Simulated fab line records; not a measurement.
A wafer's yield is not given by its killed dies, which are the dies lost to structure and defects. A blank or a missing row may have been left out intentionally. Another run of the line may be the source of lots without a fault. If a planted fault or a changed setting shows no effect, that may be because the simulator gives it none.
fab line records -- flow rit_cmos
[record] lots = 6, wafers = 18, last_day = 5
route steps=202 shown ACTIVE@1
lots that met no fault: from a run of the same line without faults
start_h: start of the lot's first displayed wafer, in hours after the record's first day -- wait_h: hours since the lot's step before -- " identical to the entry in the row above -- L1.1+2: a row that stands for several wafers -- - no value, or no start was given -- * or withheld: withheld -- < > ~ a bound
route shown NAME@n: NAME is a module with steps in the file, n the number in the route of the first one -- usual: the fault-free wafers' mean and standard deviation -- same: alike in all rows -- chamber/n: place in a boat -- sites: readings site by site -- _std_site: how widely they spread, as a standard deviation -- _edge_site: the outer-site mean with the inner-site mean subtracted -- radius_mm: for every site, how far away it sits from the centre of the wafer -- mask NAME#n: copy n -- behind: the tool/chamber that last shaped the wafer -- hold: reason for holding the lot/hours on hold/outcome of the hold -- device: names the non-switching transistor (n, p or np) -- end of line: tests of these same wafers at the route's end -- a step given without rows: its recipe and nothing more -- killed: the dies lost at the first sort to structure and to defects; this is not the yield of the wafer -- map: a wafer's dies, marking killed ones x, the rest . and places with no die _
set.NAME: the run value of the setting; set.NAME@STEP: its run value at that earlier step -- model.NAME: the simulator's own value behind a step, which no gauge read
certain route steps with their lots: each step a table, each wafer a row
services: from which hour (start_h, from the record's first day; less than 0 if before it) a tool's chamber was out of use, for how many hours, and why
[[steps]]
[step RIT_ACTIVE_BOW_MEAS_00]
[recipe] mode = bow
[usual] INCOMING_BOW = 0/5.7
lot.wafer,tool,chamber,start_h,wait_h,INCOMING_BOW[um]
L825.1,film_metro-01,-,15.00,-,2
L825.5,film_metro-01,-,15.00,-,4
L825.6,film_metro-01,-,15.00,-,4
L830.2,film_metro-02,-,40.02,-,-4
L830.4,film_metro-02,-,40.02,-,-2
L830.5,film_metro-02,-,40.02,-,2
L832.1,film_metro-01,-,50.00,-,-4
L832.4,film_metro-01,-,50.00,-,1
L832.5,film_metro-01,-,50.00,-,-5
L836.3,film_metro-01,-,70.04,-,11
L836.4,film_metro-01,-,70.04,-,0
L836.5,film_metro-01,-,70.04,-,-2
L844.1,film_metro-04,-,110.00,-,-1
L844.2,film_metro-04,-,110.00,-,5
L844.6,film_metro-04,-,110.00,-,5
L845.1,film_metro-02,-,115.00,-,-6
L845.5,film_metro-02,-,115.00,-,3
L845.6,film_metro-02,-,115.00,-,-1
[step RIT_ACTIVE_OXIDATION_01]
[recipe] temp_c = 1000, ambient = O2, target_thk_a = 468, ox_time_s = 3360
[usual] ox_temp_c = 1000.1/0.39, ox_temp_c_max = 1004.3/1, ox_time_s = 3360/0
lot.wafer,tool,chamber,start_h,wait_h,ox_temp_c,ox_temp_c_max,ox_time_s
L825.1,furnace-03,0,17.10,2.1,1000.3,1005.0,3360
L825.5,furnace-03,0,17.10,2.1,999.6,1003.9,3360
L825.6,furnace-03,0,17.10,2.1,1000.1,1004.9,3360
L830.2,furnace-03,0,40.24,0.2,1000.2,1005.1,3360
L830.4,furnace-03,0,40.24,0.2,1000.1,1003.8,3360
L830.5,furnace-03,0,40.24,0.2,1000.8,1005.0,3360
L832.1,furnace-03,0,50.16,0.1,999.4,1004.3,3360
L832.4,furnace-03,0,50.16,0.1,999.6,1003.8,3360
L832.5,furnace-03,0,50.16,0.1,999.8,1005.4,3360
L836.3,furnace-03,0,70.12,0.1,1000.3,1004.6,3360
L836.4,furnace-03,0,70.12,0.1,999.7,1005.2,3360
L836.5,furnace-03,0,70.12,0.1,999.6,1004.6,3360
L844.1,furnace-03,-,110.86,0.8,-,-,-
L844.2,furnace-03,-,110.86,0.8,-,-,-
L844.6,furnace-03,-,110.86,0.8,-,-,-
L845.1,furnace-03,-,115.18,0.2,-,-,-
L845.5,furnace-03,-,115.18,0.2,-,-,-
L845.6,furnace-03,-,115.18,0.2,-,-,-
[[services]]
tool,chamber,start_h,hours,kind
furnace-03,-,14.37,2.7,pm
[[key]]
[first_sign] step = RIT_ACTIVE_OXIDATION_01, reading = tool_record, direction = missing
effect none on later readings
met_at RIT_ACTIVE_OXIDATION_01
struck_wafers L844.1,L844.2,L844.6,L845.1,L845.5,L845.6
later_rows_left_out L844.1,L844.2,L844.6,L845.1,L845.5,L845.6
sort_left_out L844.1,L844.2,L844.6,L845.1,L845.5,L845.6
tester_left_out L844,L845
onset_between 70.12 110.86
[fault] kind = skipped_step_whole, tool = furnace-03, chamber = -, onset_h = 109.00, steps = RIT_ACTIVE_OXIDATION_01, scope = struck_lots_only
// tester_left_out: of these lots the tester's yield and bins aren't shown, on N5 and GAA mostly nor the transistor test; their killed dies are dies lost to structure and defects alone, not to doping, threshold or leakage, so they don't give the yield
// sort_left_out: the simulated sort isn't trusted on such a fault, so these wafers' sort isn't shown, and their yield isn't known
// later_rows_left_out: the simulator's readings of these wafers behind a module that went badly wrong aren't trusted and aren't shown, but for the sort
